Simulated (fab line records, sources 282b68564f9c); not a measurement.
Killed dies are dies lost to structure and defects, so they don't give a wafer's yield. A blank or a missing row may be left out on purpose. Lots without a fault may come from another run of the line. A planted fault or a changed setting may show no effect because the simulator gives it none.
Split-lot experiment | flow rit_cmos | 5 lots, 23 wafers read, on a route of 202 steps

THE SPLIT
At RIT_SILICIDE_SPUTTER_01 (material Ti, target thk 30 nm, time 240 s), the setting power_w was moved away from the recipe's 350 W on 8 of the 23 wafers read, by -5.6% to +4.5%. The other wafers ran this setting at the recipe's value.

FROM THE SPLIT TO THE READING: what the file shows between them, 1 step
- RIT_SILICIDE_RS_MEAS_02: measures by four-point-probe

THE READING
SILICIDE_TI_THK, in nm, at RIT_SILICIDE_THK_MEAS_03 (measures by xrf). Fault-free wafers of this fab line usually give 30.3 nm, standard deviation 0.38 nm.

wafer  | tool, chamber at the split | power_w as run, W | against the recipe | SILICIDE_TI_THK, nm | against lot-mates on the recipe
L076.1 | pvd_sputter-01, -          | 350               | recipe             | 30.6                | -
L076.2 | pvd_sputter-01, -          | 365.8             | +4.5%              | 31.5                | +1.2
L076.3 | pvd_sputter-01, -          | 350               | recipe             | 30.1                | -
L076.4 | pvd_sputter-01, -          | 365.8             | +4.5%              | 31.4                | +1.1
L076.5 | pvd_sputter-01, -          | 350               | recipe             | 30.2                | -
L080.1 | pvd_sputter-01, -          | 334.6             | -4.4%              | 29.3                | -1.1
L080.2 | pvd_sputter-01, -          | 334.6             | -4.4%              | 29.2                | -1.2
L080.3 | pvd_sputter-01, -          | 334.6             | -4.4%              | 29.3                | -1.1
L080.4 | pvd_sputter-01, -          | 350               | recipe             | 30.3                | -
L080.6 | pvd_sputter-01, -          | 350               | recipe             | 30.4                | -
L082.1 | pvd_sputter-01, -          | 350               | recipe             | 30.6                | -
L082.2 | pvd_sputter-01, -          | 350               | recipe             | 30.6                | -
L082.6 | pvd_sputter-01, -          | 350               | recipe             | 30.6                | -
L083.1 | pvd_sputter-04, -          | 350               | recipe             | 29.8                | -
L083.2 | pvd_sputter-04, -          | 350               | recipe             | 29.6                | -
L083.4 | pvd_sputter-04, -          | 330.5             | -5.6%              | 28.2                | -1.5
L083.5 | pvd_sputter-04, -          | 330.5             | -5.6%              | 27.9                | -1.8
L083.6 | pvd_sputter-04, -          | 330.5             | -5.6%              | 28.3                | -1.4
L084.1 | pvd_sputter-01, -          | 350               | recipe             | 29.9                | -
L084.2 | pvd_sputter-01, -          | 350               | recipe             | 30.1                | -
L084.3 | pvd_sputter-01, -          | 350               | recipe             | 30.2                | -
L084.4 | pvd_sputter-01, -          | 350               | recipe             | 30.2                | -
L084.5 | pvd_sputter-01, -          | 350               | recipe             | 30.1                | -

THE FIT
A straight line over all 23 wafers: SILICIDE_TI_THK changes by +0.304 nm for each +1% of power_w; r = +0.93; the points scatter about the line by 0.34 nm.
The same after taking each lot's own level away (the mean of its wafers on the recipe; 23 wafers): +0.264 nm for each +1%; r = +0.98; scatter 0.13 nm.
On that fit, the largest move of power_w shifts the reading by 1.5 nm.
The lots' own levels span 29.70 to 30.60 nm, that is 2.4 times the standard deviation above.
So the lot-to-lot level changes the slope: the two fits differ.
Check: with one of the wafers moved furthest among these (-5.6%) left out of the fit, the line predicts -1.47 nm for it against its lot-mates. It came out at -1.5 nm against them.

OTHER SPLITS ON THESE WAFERS
These wafers also went through other splits before the reading. Each is held against what the fit with the lots' levels taken away leaves over:
other split on the same wafers | wafers away from the commonest value | r with SILICIDE_TI_THK (lot level and that fit taken away)
RIT_SPACER_ETCHBACK_05 time_s  | 7                                    | +0.05
RIT_NSD_IMPLANT_08 dose_cm2    | 5                                    | -0.26
RIT_SDANNEAL_CLEAN_02 time_s   | 10                                   | +0.18

THE WHOLE CHAIN: every reading that the file lists as answering this split, in the file's order
step                     | what it does                              | reading                                                                           | change (the file's fit)               | r (the file's)
RIT_SILICIDE_SPUTTER_01  | material Ti, target thk 30 nm, time 240 s | Ti_of_SILICIDE_SPUTTER_01.thk_nm (the simulator's own value, which no gauge read) | +0.265 nm for each +1% of the setting | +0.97
RIT_SILICIDE_RS_MEAS_02  | measures by four-point-probe              | SILICIDE_TI_RS                                                                    | -0.557 for each +1% of the setting    | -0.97
RIT_SILICIDE_THK_MEAS_03 | measures by xrf                           | SILICIDE_TI_THK                                                                   | +0.262 for each +1% of the setting    | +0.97

THE FILE'S OWN FIT
SILICIDE_TI_THK changes by +0.262 nm for each +1% of power_w, r = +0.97.
